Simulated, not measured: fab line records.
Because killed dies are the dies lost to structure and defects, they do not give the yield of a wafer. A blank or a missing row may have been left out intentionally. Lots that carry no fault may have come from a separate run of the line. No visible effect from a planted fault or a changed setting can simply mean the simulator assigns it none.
fab line records	flow ritCmos
record: lots: 13	wafers: 39	lastDay: 7
route steps=202 shown GATE@92 NLDD@160 SILICIDE@162 CONTACT@180 M1@202
lots that met no fault: from a run of the same line without faults
startH: the number of hours between the record's first day and the start of the first shown wafer of the lot	waitH: hours elapsed since this lot's preceding step	" repeats the value in the row above	L1.1+2: a row that stands for several wafers	- no value, or no start given	* or withheld: withheld	< > ~ a bound
route shown NAME@n: a module of which the file shows steps, and the number in the route of the first	usual: mean and standard deviation over wafers with no fault	same: alike in all rows	chamber/n: place in a boat	sites: readings site by site	_std_site: the standard deviation of these	_edge_site: inner sites' mean taken away from outer sites' mean	radiusMm: for every site, how far away it sits from the centre of the wafer	mask NAME#n: copy n	behind: the tool/chamber that last shaped the wafer	hold: what put the lot on hold/how long, in hours/how the hold closed	device: which transistor (n, p or np) failed to switch	end of line: at the end of the route, the tests of the same wafers	where a step has no rows: the recipe by itself	killed: count of dies lost to structure and defects at first sort (not the wafer's yield)	map: dies across one wafer; x = killed, . = not, _ = none there
set.NAME: setting as actually run; set.NAME@STEP: the setting as run at that earlier step	model.NAME: the simulator's own value behind a step, which no gauge read
the route's steps for a sample of lots (tables are steps, rows are wafers)
services: from which hour (startH, from the record's first day; less than 0 if before it) a tool's chamber was out of use, for how many hours, and why
== steps ==
step: RIT_GATE_CD_MEAS_16
recipe: targetCdNm: 150
usual: cdNm: 150.0/2.5
lot.wafer	tool	chamber	startH	waitH	cdNm
L497.1	cdSem-01	-	36.37	-	152.1
L497.3	"	-	"	"	152.9
L497.5	"	-	"	"	153.9
L499.3	cdSem-02	-	48.35	-	149.1
L499.5	"	-	"	"	146.6
L499.6	"	-	"	"	146.3
L500.3	cdSem-02	-	52.63	-	153.8
L500.4	"	-	"	"	153.5
L500.6	"	-	"	"	151.5
L501.1	cdSem-02	-	57.78	-	148.0
L501.2	"	-	"	"	150.1
L501.3	"	-	"	"	152.8
L502.3	cdSem-01	-	61.65	-	147.8
L502.4	"	-	"	"	150.4
L502.5	"	-	"	"	150.0
L504.1	cdSem-02	-	72.10	-	152.2
L504.3	"	-	"	"	152.5
L504.6	"	-	"	"	151.4
L505.2	cdSem-02	-	84.28	-	148.5
L505.4	"	-	"	"	146.2
L505.5	"	-	"	"	147.7
L514.2	cdSem-02	-	123.25	-	150.6
L514.3	"	-	"	"	151.1
L514.4	"	-	"	"	151.3
L516.1	cdSem-01	-	131.19	-	148.9
L516.2	"	-	"	"	148.3
L516.4	"	-	"	"	150.4
L517.3	cdSem-02	-	136.66	-	151.0
L517.5	"	-	"	"	151.2
L517.6	"	-	"	"	151.6
L518.1	cdSem-01	-	141.02	-	147.9
L518.3	"	-	"	"	146.7
L518.5	"	-	"	"	147.4
L519.2	cdSem-02	-	148.71	-	147.4
L519.4	"	-	"	"	147.5
L519.6	"	-	"	"	147.2
L520.2	cdSem-02	-	155.29	-	147.0
L520.4	"	-	"	"	149.8
L520.5	"	-	"	"	149.5
step: RIT_SDANNEAL_RS_MEAS_07
recipe: thkMeasGauge: four-point-probe
usual: NLDD_RS: 151.3/0.64
lot.wafer	tool	chamber	startH	waitH	NLDD_RS[ohm/sq]
L497.1	filmMetro-04	-	49.62	0.1	151.4
L497.3	"	-	"	"	151.0
L497.5	"	-	"	"	150.8
L499.3	filmMetro-04	-	61.05	0.1	151.4
L499.5	"	-	"	"	151.4
L499.6	"	-	"	"	151.3
L500.3	filmMetro-04	-	65.52	0.1	150.0
L500.4	"	-	"	"	149.8
L500.6	"	-	"	"	150.0
L501.1	filmMetro-04	-	72.18	0.1	150.3
L501.2	"	-	"	"	150.1
L501.3	"	-	"	"	150.2
L502.3	filmMetro-01	-	76.73	0.1	152.1
L502.4	"	-	"	"	152.1
L502.5	"	-	"	"	152.0
L504.1	filmMetro-01	-	85.06	0.1	151.4
L504.3	"	-	"	"	151.4
L504.6	"	-	"	"	151.8
L505.2	filmMetro-04	-	99.79	0.1	151.2
L505.4	"	-	"	"	150.8
L505.5	"	-	"	"	151.4
L514.2	filmMetro-02	-	136.44	0.1	151.8
L514.3	"	-	"	"	151.7
L514.4	"	-	"	"	151.3
L516.1	filmMetro-01	-	144.98	0.1	150.5
L516.2	"	-	"	"	151.2
L516.4	"	-	"	"	151.2
L517.3	filmMetro-02	-	149.88	0.1	151.8
L517.5	"	-	"	"	152.0
L517.6	"	-	"	"	152.1
L518.1	filmMetro-04	-	154.35	0.1	150.8
L518.3	"	-	"	"	150.9
L518.5	"	-	"	"	150.5
L519.2	filmMetro-01	-	161.80	0.1	151.5
L519.4	"	-	"	"	151.5
L519.6	"	-	"	"	151.0
L520.2	filmMetro-01	-	168.62	0.1	151.4
L520.4	"	-	"	"	151.6
L520.5	"	-	"	"	151.7
step: RIT_SILICIDE_SPUTTER_01
recipe: material: Ti	targetThkNm: 30	powerW: 350	chamberPressurePa: 0.667	gas: Ar	timeS: 240	substrateTempC: 25
usual: throttleValvePct: 30.3/1.5
lot.wafer	tool	chamber	startH	waitH	throttleValvePct
L497.1	pvdSputter-01	-	49.76	0.0	32.0
L497.3	"	-	"	"	27.7
L497.5	"	-	"	"	27.7
L499.3	pvdSputter-01	-	61.14	0.0	32.4
L499.5	"	-	"	"	29.6
L499.6	"	-	"	"	27.5
L500.3	pvdSputter-04	-	65.61	0.0	31.5
L500.4	"	-	"	"	28.7
L500.6	"	-	"	"	28.6
L501.1	pvdSputter-01	-	72.31	0.0	29.5
L501.2	"	-	"	"	30.9
L501.3	"	-	"	"	32.2
L502.3	pvdSputter-04	-	76.82	0.0	31.6
L502.4	"	-	"	"	28.5
L502.5	"	-	"	"	31.6
L504.1	pvdSputter-04	-	85.20	0.0	31.6
L504.3	"	-	"	"	31.5
L504.6	"	-	"	"	31.4
L505.2	pvdSputter-01	-	99.90	0.0	31.1
L505.4	"	-	"	"	29.4
L505.5	"	-	"	"	27.7
L514.2	pvdSputter-04	-	136.55	0.0	31.9
L514.3	"	-	"	"	31.7
L514.4	"	-	"	"	31.8
L516.1	pvdSputter-02	-	145.11	0.0	30.8
L516.2	"	-	"	"	28.7
L516.4	"	-	"	"	32.2
L517.3	pvdSputter-01	-	149.97	0.0	31.2
L517.5	"	-	"	"	31.9
L517.6	"	-	"	"	29.6
L518.1	pvdSputter-02	-	154.48	0.0	32.0
L518.3	"	-	"	"	30.6
L518.5	"	-	"	"	29.3
L519.2	pvdSputter-01	-	161.91	0.0	32.1
L519.4	"	-	"	"	29.6
L519.6	"	-	"	"	29.4
L520.2	pvdSputter-02	-	168.73	0.0	31.9
L520.4	"	-	"	"	29.0
L520.5	"	-	"	"	29.7
step: RIT_SILICIDE_RS_MEAS_02
recipe: thkMeasGauge: four-point-probe	reads: Ti_of_SILICIDE_SPUTTER_01
usual: SILICIDE_TI_RS: 48.0/0.69
lot.wafer	tool	chamber	startH	waitH	SILICIDE_TI_RS[ohm/sq]
L497.1	filmMetro-03	-	49.91	0.1	48.0
L497.3	"	-	"	"	48.7
L497.5	"	-	"	"	49.2
L499.3	filmMetro-02	-	61.33	0.1	47.7
L499.5	"	-	"	"	47.9
L499.6	"	-	"	"	49.1
L500.3	filmMetro-03	-	65.80	0.1	48.8
L500.4	"	-	"	"	49.9
L500.6	"	-	"	"	49.4
L501.1	filmMetro-01	-	72.46	0.1	48.0
L501.2	"	-	"	"	48.2
L501.3	"	-	"	"	47.4
L502.3	filmMetro-02	-	77.01	0.1	47.3
L502.4	"	-	"	"	48.2
L502.5	"	-	"	"	47.4
L504.1	filmMetro-03	-	85.35	0.1	47.8
L504.3	"	-	"	"	47.8
L504.6	"	-	"	"	47.7
L505.2	filmMetro-03	-	100.07	0.1	48.8
L505.4	"	-	"	"	48.7
L505.5	"	-	"	"	49.2
L514.2	filmMetro-03	-	136.72	0.1	47.7
L514.3	"	-	"	"	47.8
L514.4	"	-	"	"	98.1
L516.1	filmMetro-01	-	145.26	0.1	47.7
L516.2	"	-	"	"	48.0
L516.4	"	-	"	"	48.5
L517.3	filmMetro-01	-	150.16	0.1	48.9
L517.5	"	-	"	"	48.9
L517.6	"	-	"	"	48.5
L518.1	filmMetro-03	-	154.63	0.1	47.7
L518.3	"	-	"	"	48.0
L518.5	"	-	"	"	48.6
L519.2	filmMetro-02	-	162.08	0.1	48.1
L519.4	"	-	"	"	47.3
L519.6	"	-	"	"	47.1
L520.2	filmMetro-03	-	168.90	0.1	48.3
L520.4	"	-	"	"	48.6
L520.5	"	-	"	"	48.8
step: RIT_SILICIDE_THK_MEAS_03
recipe: thkMeasGauge: xrf	reads: Ti_of_SILICIDE_SPUTTER_01
usual: SILICIDE_TI_THK: 30.1/0.37
lot.wafer	tool	chamber	startH	waitH	SILICIDE_TI_THK[nm]
L497.1	filmMetro-03	-	50.03	0.1	30.3
L497.3	"	-	"	"	30.0
L497.5	"	-	"	"	29.7
L499.3	filmMetro-02	-	61.43	0.1	30.0
L499.5	"	-	"	"	29.9
L499.6	"	-	"	"	29.4
L500.3	filmMetro-03	-	65.90	0.1	29.8
L500.4	"	-	"	"	29.4
L500.6	"	-	"	"	29.6
L501.1	filmMetro-01	-	72.58	0.1	30.1
L501.2	"	-	"	"	30.1
L501.3	"	-	"	"	30.4
L502.3	filmMetro-02	-	77.11	0.1	30.4
L502.4	"	-	"	"	30.0
L502.5	"	-	"	"	30.4
L504.1	filmMetro-03	-	85.47	0.1	30.3
L504.3	"	-	"	"	30.4
L504.6	"	-	"	"	30.5
L505.2	filmMetro-03	-	100.18	0.1	29.8
L505.4	"	-	"	"	29.9
L505.5	"	-	"	"	29.6
L514.2	filmMetro-03	-	136.83	0.1	30.4
L514.3	"	-	"	"	30.4
L514.4	"	-	"	"	17.3
L516.1	filmMetro-01	-	145.38	0.1	30.1
L516.2	"	-	"	"	30.0
L516.4	"	-	"	"	29.7
L517.3	filmMetro-01	-	150.26	0.1	29.6
L517.5	"	-	"	"	29.6
L517.6	"	-	"	"	29.8
L518.1	filmMetro-03	-	154.75	0.1	30.3
L518.3	"	-	"	"	30.2
L518.5	"	-	"	"	29.9
L519.2	filmMetro-02	-	162.19	0.1	29.9
L519.4	"	-	"	"	30.4
L519.6	"	-	"	"	30.6
L520.2	filmMetro-03	-	169.01	0.1	29.9
L520.4	"	-	"	"	29.9
L520.5	"	-	"	"	29.7
step: RIT_CONTACT_STRIP_12
recipe: chemistry: O2	timeS: 180	resist: NOVOLAK	platenTempC: withheld	powerW: 500	pressureMtorr: 4000	o2FlowSccm: 4000
usual: drypumpMotorCurrentA: 5.37/0.26
lot.wafer	tool	chamber	startH	waitH	drypumpMotorCurrentA	rfHoursCounterH
L497.1	plasmaAsher-01	1	51.97	0.1	5.22	40
L497.3	"	1	"	"	5.23	-
L497.5	"	0	"	"	5.30	-
L499.3	plasmaAsher-01	1	63.28	0.2	5.24	-
L499.5	"	1	"	"	5.25	-
L499.6	"	0	"	"	5.33	-
L500.3	plasmaAsher-02	0	68.13	0.2	5.35	-
L500.4	"	1	"	"	5.42	-
L500.6	"	0	"	"	5.34	-
L501.1	plasmaAsher-02	0	74.52	0.1	5.34	29
L501.2	"	1	"	"	5.40	29
L501.3	"	0	"	"	5.35	-
L502.3	plasmaAsher-02	0	79.38	0.2	5.39	-
L502.4	"	1	"	"	5.39	-
L502.5	"	1	"	"	5.44	-
L504.1	plasmaAsher-01	1	87.41	0.1	5.28	44
L504.3	"	0	"	"	5.31	-
L504.6	"	1	"	"	5.26	-
L505.2	plasmaAsher-02	1	102.04	0.1	5.39	31
L505.4	"	0	"	"	5.35	-
L505.5	"	0	"	"	5.33	-
L514.2	plasmaAsher-03	1	138.63	0.1	4.96	50
L514.3	"	0	"	"	5.91	-
L514.4	"	1	"	"	4.98	-
L516.1	plasmaAsher-01	1	147.28	0.1	5.25	3
L516.2	"	0	"	"	5.33	3
L516.4	"	1	"	"	5.23	-
L517.3	plasmaAsher-03	0	152.24	0.2	5.92	-
L517.5	"	1	"	"	4.96	-
L517.6	"	0	"	"	5.93	-
L518.1	plasmaAsher-02	0	156.56	0.1	5.35	38
L518.3	"	1	"	"	5.40	-
L518.5	"	1	"	"	5.38	-
L519.2	plasmaAsher-02	0	163.99	0.1	5.35	39
L519.4	"	0	"	"	5.36	-
L519.6	"	1	"	"	5.36	-
L520.2	plasmaAsher-03	1	171.17	0.1	4.97	54
L520.4	"	1	"	"	4.97	-
L520.5	"	0	"	"	5.90	-
step: RIT_M1_PROBE_99
usual: killed_at_M0_to_M3: 0.0/0.12	killedAtContacts: 0.1/0.31	killedAtFrontEnd: 6.8/2.7	killedDies: 6.9/2.7	killedOpen: 3.3/1.8	killedShort: 3.5/1.8
same: grossDies: 264	killed_at_M4_up: 0	killedAtBackSide: 0	killedAtOther: 0
lot.wafer	tool	chamber	startH	waitH	killed_at_M0_to_M3	killedAtContacts	killedAtFrontEnd	killedDies	killedOpen	killedShort
L502.3	prober-02	-	86.53	0.2	0	0	10	10	7	3
L502.4	prober-02	-	86.58	0.2	0	0	6	6	2	4
L502.5	prober-02	-	86.63	0.2	0	0	2	2	0	2
L504.1	prober-02	-	92.06	0.1	0	0	3	3	1	2
L504.3	prober-02	-	92.16	0.2	0	0	8	8	3	5
L504.6	prober-02	-	92.31	0.2	0	0	4	4	2	2
L505.2	prober-01	-	107.00	0.1	0	0	7	7	3	4
L505.4	prober-01	-	107.10	0.2	0	0	14	14	8	6
L505.5	prober-01	-	107.15	0.2	1	0	6	7	4	3
L517.3	prober-02	-	156.94	0.2	0	0	7	7	4	3
L517.5	prober-02	-	157.04	0.2	0	0	8	8	2	6
L517.6	prober-02	-	157.09	0.2	0	0	4	4	3	1
L519.2	prober-02	-	168.70	0.1	0	0	7	7	4	2
L519.4	prober-02	-	168.80	0.2	0	0	7	7	5	2
L519.6	prober-02	-	168.90	0.2	0	0	9	9	3	5
killed by level:class
L502.3 GATE:geometricParticle:open=5 FOX1:geometricParticle:open=2 GATE:geometricParticle:short=2 FOX1:geometricParticle:short=1
L502.4 REOX:geometricParticle:short=2 ACTIVE:geometricParticle:short=1 FOX2:geometricParticle:open=1 GATE:geometricParticle:short=1 REOX:geometricParticle:open=1
L502.5 FOX1:geometricParticle:short=1 GATE:geometricParticle:short=1
L504.1 FOX1:geometricParticle:short=1 SPACER:geometricParticle:open=1 SILICIDE:geometricParticle:short=1
L504.3 GATE:geometricParticle:short=2 ACTIVE:geometricParticle:short=1 FOX1:geometricParticle:open=1 FOX1:geometricParticle:short=1 GATE:geometricParticle:open=1 REOX:geometricParticle:short=1 SILICIDE:geometricParticle:open=1
L504.6 FOX1:geometricParticle:open=1 GATE:geometricParticle:short=1 SPACER:geometricParticle:open=1 SPACER:geometricParticle:short=1
L505.2 REOX:geometricParticle:short=2 REOX:geometricParticle:open=2 SPACER:geometricParticle:short=1 SILICIDE:geometricParticle:open=1 SILICIDE:geometricParticle:short=1
L505.4 FOX1:geometricParticle:short=3 FOX1:geometricParticle:open=2 REOX:geometricParticle:open=2 SILICIDE:geometricParticle:open=2 GATE:geometricParticle:open=1 REOX:geometricParticle:short=1 SPACER:geometricParticle:short=1 SPACER:geometricParticle:open=1
L505.5 FOX1:geometricParticle:open=2 GATE:geometricParticle:short=2 GATE:geometricParticle:open=1 SILICIDE:geometricParticle:open=1 M1:geometricParticle:short=1
L517.3 SPACER:geometricParticle:open=3 SPACER:geometricParticle:short=2 REOX:geometricParticle:short=1 REOX:geometricParticle:open=1
L517.5 GATE:geometricParticle:short=4 GATE:geometricParticle:open=1 REOX:geometricParticle:short=1 SPACER:geometricParticle:open=1 SPACER:geometricParticle:short=1
L517.6 SPACER:geometricParticle:open=2 REOX:geometricParticle:short=1 REOX:geometricParticle:open=1
L519.2 GATE:geometricParticle:open=2 FOX1:geometricParticle:open=1 GATE:geometricParticle:short=1 REOX:geometricParticle:open=1 SPACER:geometricParticle:short=1 PWELL:coatMicrobubblePrinted=1
L519.4 GATE:geometricParticle:open=5 FOX1:geometricParticle:short=1 GATE:geometricParticle:short=1
L519.6 FOX1:geometricParticle:short=3 GATE:geometricParticle:open=2 GATE:geometricParticle:short=2 REOX:geometricParticle:open=1 NWELL:coatMicrobubblePrinted=1
== services ==
tool	chamber	startH	hours	kind
plasmaAsher-02	-	26.34	0.9	repair
plasmaAsher-01	-	31.89	11.1	repair
pvdSputter-02	-	54.59	1.1	repair
plasmaAsher-01	-	108.75	9.0	pm
plasmaAsher-01	0	108.75	9.0	ventCycle
plasmaAsher-01	1	108.75	9.0	ventCycle
plasmaAsher-01	0	117.75	-	clean
plasmaAsher-01	1	117.75	-	clean
pvdSputter-02	-	126.57	2.8	repair
pvdSputter-01	-	132.91	5.3	repair
pvdSputter-02	-	136.29	2.7	repair
== key ==
firstSign: step: RIT_SILICIDE_RS_MEAS_02	reading: SILICIDE_TI_RS	direction: up	sigmas: 73	usual: 48.0	struck: 98.1
effect: step: RIT_SILICIDE_THK_MEAS_03	reading: SILICIDE_TI_THK	direction: down	sigmas: 34	usual: 30.1	struck: 17.3
metAt RIT_SILICIDE_SPUTTER_01
struckLots L514
struckWafers L514.4
testerLeftOut L514
notActingAt RIT_GATE_CD_MEAS_16,RIT_SDANNEAL_RS_MEAS_07,RIT_CONTACT_STRIP_12
onsetBetween 85.20 136.55
fault: kind: processParameterDrift	tool: pvdSputter-04	chamber: -	onsetH: 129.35	steps: RIT_SILICIDE_SPUTTER_01	channel: targetThkNm	offset: -13.037	shape: step	endH: 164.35	actsIn: theseRecipesOnly	stated: 30	scope: struckWafersOnly
testerLeftOut: of these lots the tester's yield and bins aren't shown, on N5 and GAA mostly nor the transistor test; their killed dies are dies lost to structure and defects alone, not to doping, threshold or leakage, so they don't give the yield
